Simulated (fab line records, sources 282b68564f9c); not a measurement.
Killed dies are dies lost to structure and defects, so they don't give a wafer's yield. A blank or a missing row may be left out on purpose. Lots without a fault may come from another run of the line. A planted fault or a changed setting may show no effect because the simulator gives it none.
fab line records | flow rit_cmos
record lots=14 wafers=42 last_day=7
route steps=202 shown GATE@96 M1@202
lots that met no fault: from a run of the same line without faults
start_h: hours from the record's first day to the start of the lot's first wafer shown | wait_h: hours since the lot's step before | " the same as in the row above | L1.1+2: a row that stands for several wafers | - no value, or no start given | * or withheld: withheld | < > ~ a bound
route shown NAME@n: a module of which the file shows steps, and the number in the route of the first | usual: mean/standard deviation of fault-free wafers | same: alike in all rows | chamber/n: place in a boat | sites: the reading at each site | _std_site: their standard deviation | _edge_site: outer sites' mean less inner sites' | radius_mm: how far each site lies from the wafer's centre | mask NAME#n: copy n | behind: the tool/chamber that last shaped the wafer | hold: why the lot was held/for how many hours/how that ended | device: the transistor (n, p or np) that didn't switch | end of line: the same wafers' tests at the end of the route | a step without rows: its recipe alone | killed: dies lost to structure and defects at the first sort, not the wafer's yield | map: a wafer's dies, x killed, . not, _ none there
set.NAME: the setting as run; set.NAME@STEP: as run at that earlier step | model.NAME: the simulator's own value behind a step, which no gauge read
steps of the route over a sample of lots; a table a step, a row a wafer
services: from which hour (start_h, from the record's first day; less than 0 if before it) a tool's chamber was out of use, for how many hours, and why
## steps
# step RIT_GATE_STRIP_20
# recipe chemistry=O2 time_s=180 resist=NOVOLAK platen_temp_c=withheld power_w=500 pressure_mtorr=4000 o2_flow_sccm=4000
# usual drypump_motor_current_A=5.99/0.28
# columns lot.wafer tool chamber start_h wait_h drypump_motor_current_A rf_hours_counter_h
L298.1 plasma_asher-04 1 38.84 0.1 5.34 40
L298.4 " 1 " " 5.34 -
L298.6 " 1 " " 5.32 -
L299.1 plasma_asher-02 0 48.21 0.1 6.06 40
L299.2 " 1 " " 6.13 40
L299.4 " 1 " " 6.13 -
L301.2 plasma_asher-04 1 56.07 0.1 5.34 43
L301.4 " 1 " " 5.34 -
L301.6 " 0 " " 6.01 -
L302.1 plasma_asher-04 0 60.49 0.1 6.02 43
L302.2 " 1 " " 5.34 43
L302.6 " 1 " " 5.33 -
L303.1 plasma_asher-03 0 67.46 0.1 5.87 26
L303.5 " 1 " " 6.33 -
L303.6 " 0 " " 5.85 -
L304.1 plasma_asher-03 1 69.00 0.1 6.31 26
L304.3 " 0 " " 5.84 -
L304.6 " 1 " " 6.30 -
L306.2 plasma_asher-04 1 82.02 0.1 5.33 46
L306.4 " 1 " " 5.32 -
L306.6 " 0 " " 6.02 -
L307.1 plasma_asher-03 1 85.97 0.1 6.32 28
L307.3 " 1 " " 6.34 -
L307.5 " 1 " " 6.32 -
L308.2 plasma_asher-03 1 88.85 0.1 6.31 28
L308.3 " 1 " " 6.30 -
L308.4 " 0 " " 5.84 -
L309.1 plasma_asher-02 1 93.09 0.1 6.11 46
L309.4 " 1 " " 6.12 -
L309.6 " 1 " " 6.12 -
L314.1 plasma_asher-02 0 118.27 0.1 6.06 49
L314.2 " 1 " " 6.11 49
L314.5 " 0 " " 6.06 -
L315.1 plasma_asher-02 0 126.88 0.1 6.03 50
L315.4 " 0 " " 6.05 -
L315.6 " 1 " " 6.15 -
L316.1 plasma_asher-02 1 131.04 0.1 6.12 50
L316.4 " 0 " " 6.06 -
L316.5 " 1 " " 6.09 -
L320.2 plasma_asher-03 0 148.10 0.1 5.85 34
L320.4 " 1 " " 6.33 -
L320.6 " 1 " " 6.31 -
# step RIT_M1_PROBE_99
# usual killed_at_contacts=0.1/0.27 killed_at_front_end=6.7/2.9 killed_dies=6.7/2.9 killed_on_rim=1.8/1.4 killed_open=3.4/1.8 killed_short=3.3/2.2
# same gross_dies=264 killed_at_M0_to_M3=0 killed_at_M4_up=0 killed_at_back_side=0 killed_at_other=0
# columns lot.wafer tool chamber start_h wait_h killed_at_contacts killed_at_front_end killed_dies killed_on_rim killed_open killed_short
L315.1 prober-02 - 146.67 0.1 1 5 6 0 1 5
L315.4 prober-02 - 146.82 0.2 0 10 10 2 4 6
L315.6 prober-02 - 146.92 0.2 1 30 31 12 1 3
L316.1 prober-01 - 150.69 0.1 0 37 37 14 6 3
L316.4 prober-01 - 150.84 0.2 0 3 3 0 2 1
L316.5 prober-01 - 150.89 0.2 0 27 27 10 3 1
# killed by level:class
L315.1 GATE:geometric_particle:short=3 SPACER:geometric_particle:short=1 SILICIDE:geometric_particle:short=1 CONTACT:geometric_particle:open=1
L315.4 GATE:geometric_particle:open=3 SPACER:geometric_particle:short=2 SILICIDE:geometric_particle:short=2 GATE:geometric_particle:short=1 REOX:geometric_particle:short=1 SILICIDE:geometric_particle:open=1
L315.6 GATE:unspecified=27 FOX1:geometric_particle:short=1 GATE:geometric_particle:short=1 REOX:geometric_particle:short=1 CONTACT:geometric_particle:open=1
L316.1 GATE:unspecified=28 REOX:geometric_particle:open=3 FOX1:geometric_particle:open=2 REOX:geometric_particle:short=2 GATE:geometric_particle:open=1 SPACER:geometric_particle:short=1
L316.4 FOX1:geometric_particle:open=1 FOX1:geometric_particle:short=1 REOX:geometric_particle:open=1
L316.5 GATE:unspecified=23 SILICIDE:geometric_particle:open=2 REOX:geometric_particle:open=1 SPACER:geometric_particle:short=1
## services
# columns tool chamber start_h hours kind
plasma_asher-03 - 31.99 31.5 repair
plasma_asher-03 - 63.47 2.8 pm
plasma_asher-04 - 108.75 9.0 pm
plasma_asher-04 0 108.75 9.0 vent_cycle
plasma_asher-04 1 108.75 9.0 vent_cycle
plasma_asher-04 0 117.75 - clean
plasma_asher-04 1 117.75 - clean
plasma_asher-03 - 139.37 6.4 repair
## key
first_sign step=RIT_M1_PROBE_99 reading=killed_at_front_end direction=up sigmas=8.6 usual=6.7 struck=31.3
effect step=RIT_M1_PROBE_99 reading=killed_dies direction=up sigmas=8.6 usual=6.7 struck=31.7
met_at RIT_GATE_STRIP_20
struck_lots L315,L316
struck_wafers L315.6,L316.1,L316.5
tester_left_out L315,L316
onset_between 118.27 126.88
fault kind=chamber_particle_source tool=plasma_asher-02 chamber=1 onset_h=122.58 steps=RIT_GATE_STRIP_20 rate_per_visit_cm2=2.05 end_h=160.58
# tester_left_out: of these lots the tester's yield and bins aren't shown, on N5 and GAA mostly nor the transistor test; their killed dies are dies lost to structure and defects alone, not to doping, threshold or leakage, so they don't give the yield
